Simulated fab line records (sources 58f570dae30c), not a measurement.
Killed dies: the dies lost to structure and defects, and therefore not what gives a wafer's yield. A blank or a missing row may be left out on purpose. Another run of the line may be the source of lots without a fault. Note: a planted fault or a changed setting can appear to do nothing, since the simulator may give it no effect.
Which tool was responsible?    flow berkeleyCmos170    14 lots (42 wafers sampled), 1 step of a 331-step route

WHAT THE GAUGES SHOWED, per wafer
UCB170_V2_THK_MEAS_04.
lot   measured      on            V2_POLISHED_THK (nm)
L266  day 9 17:19   filmMetro-04  1001.3 1000.1 1000.1
L271  day 9 18:02   filmMetro-03  1000.2 1000.9 999.6
L265  day 9 18:13   filmMetro-02  999.7 1000.9 998.9
L267  day 9 18:20   filmMetro-04  1001.8 1000.6 1000.8
L269  day 9 18:31   filmMetro-02  999.0 998.7 999.5
L270  day 9 18:46   filmMetro-03  1000.7 1000.8 1000.4
L268  day 9 19:55   filmMetro-04  998.5 998.6 999.2
L272  day 10 04:23  filmMetro-03  999.2 1000.7 999.9
L273  day 10 08:20  filmMetro-03  1000.3 999.3 1000.2
L278  day 10 23:56  filmMetro-04  999.4 996.7 998.8
L279  day 11 19:59  filmMetro-03  1000.8 1002.0 1001.3
L282  day 12 07:29  filmMetro-02  1000.7 1000.3 1000.1
L281  day 12 10:01  filmMetro-03  1000.6 999.7 999.9
L288  day 13 08:25  filmMetro-02  997.4 999.6 998.2

EACH LOT AND THE TOOL THAT RAN IT (in order: tool; ch and the chambers of the sampled wafers; start)
There is no process step in the record ahead of these readings.

WHAT THE TOOLS THEMSELVES READ (means of the sampled wafers that have a number; where no wafer has one, the mark that the record gives instead)
The record holds no such reading with a usual standard deviation.

THE ANSWER, worked out from the rows above alone
Rule: usual is defined by the lots themselves. The widest of any qualifying gaps counts: lots, ordered by their means at a reading, are off when they make up no more than a third of the lots, leave a main group of 4 or more, and stand apart from it by 3 or more times the standard deviation of that group's means. A main group is skipped when, at the precision printed for the reading in the tables above, its means are all equal. A lot without any number at a reading at which 4 lots or more have one is off too. Where the step has rows for the other lots, those lots are counted as sound. First the gauges in route order, then the tools' own readings, where a lot's mean is used as printed above. At the first step where some lot is off, the reading lying furthest off is the one used; lots without a number count as furthest.
None of the lots is off at any reading shown; this tells nothing.

WHAT THE SIMULATOR PUT IN
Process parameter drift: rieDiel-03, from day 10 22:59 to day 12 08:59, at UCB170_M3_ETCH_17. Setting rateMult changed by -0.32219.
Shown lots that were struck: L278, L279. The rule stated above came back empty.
